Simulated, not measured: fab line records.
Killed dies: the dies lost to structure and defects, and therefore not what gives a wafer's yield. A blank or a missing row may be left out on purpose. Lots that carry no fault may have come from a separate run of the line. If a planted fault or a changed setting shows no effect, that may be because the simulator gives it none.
The same fault as seen by 2 desks :: flow berkeley_cmos170 :: each desk has only its own numbers; what lay behind them comes last

DESK OF THE TOOL OWNER: litho_track-04
The tool's own readings at UCB170_M2_HMDS_04 (prime time 60 s): means of the sampled wafers that have a number, for each lot that ran on this tool. Marked OUT: a lot whose mean sits more than 4 standard deviations from the usual mean, which makes it out of limits; the brackets give that distance.
Columns: A = prime_temp_c at UCB170_M2_HMDS_04, usual 100.03 C
lot: L323
first seen here: day 8 15:39
A: 100.27

lot: L326
first seen here: day 9 16:38
A: 99.94

lot: L333
first seen here: day 10 14:43
A: 100.01

lot: L339
first seen here: day 11 11:13
A: 100.91 (+6.8) OUT

lot: L341
first seen here: day 12 10:52
A: 100.98 (+7.3) OUT

lot: L343
first seen here: day 12 11:23
A: 101.01 (+7.5) OUT
Finding of this desk: L339, L341, L343 out of limits; the first was L339 at day 11 11:13, on prime_temp_c at UCB170_M2_HMDS_04. Within limits: L323, L326, L333.

THE METROLOGY DESK
Lot by lot, what the gauges showed, no matter which tool ran the lot: averages of those sampled wafers that carry a number. Marked OUT: a lot whose mean sits more than 4 standard deviations from the usual mean, which makes it out of limits; the brackets give that distance.
Columns: A = M1_AL_THK at UCB170_M1_THK_MEAS_02, usual 591 nm; B = cd_nm at UCB170_M1_CD_MEAS_09, usual 699.9 nm
lot: L322
first seen here: day 8 04:32
A: 596
B: 698.9

lot: L324
first seen here: day 8 05:01
A: 588
B: 700.3

lot: L323
first seen here: day 8 06:53
A: 593
B: 700.0

lot: L325
first seen here: day 8 22:11
A: 593
B: 699.8

lot: L326
first seen here: day 9 08:34
A: 582
B: 700.3

lot: L329
first seen here: day 9 11:02
A: 594
B: 702.7

lot: L331
first seen here: day 9 20:39
A: 590
B: 697.6

lot: L330
first seen here: day 9 21:25
A: 586
B: 699.1

lot: L333
first seen here: day 10 06:57
A: 591
B: 701.1

lot: L332
first seen here: day 10 07:53
A: 603
B: 697.8

lot: L335
first seen here: day 10 21:04
A: 590
B: 700.6

lot: L338
first seen here: day 11 02:20
A: 591
B: 698.4

lot: L339
first seen here: day 11 02:35
A: 600
B: 698.7

lot: L341
first seen here: day 12 02:41
A: 599
B: 698.2

lot: L343
first seen here: day 12 03:28
A: 585
B: 701.6
This desk's finding: nothing out of limits on any of the 15 lots.

PUT TOGETHER
On L339, L341, L343, at day 11 11:13, an alarm was possible from the tool owner's desk.
Metrology desk: nothing out of limits seen.
The metrology desk has L339, L341, L343 on record, within its limits.
Every lot named ran UCB170_M2_HMDS_04 on litho_track-04.

WHAT THE SIMULATOR PUT IN
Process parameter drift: litho_track-04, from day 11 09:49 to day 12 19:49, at UCB170_M2_HMDS_04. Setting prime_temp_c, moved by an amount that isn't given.
Struck lots among those shown: L339, L341, L343.
Delay in hours, fault start to first out-of-limits reading, by desk: the tool owner's desk at 1.
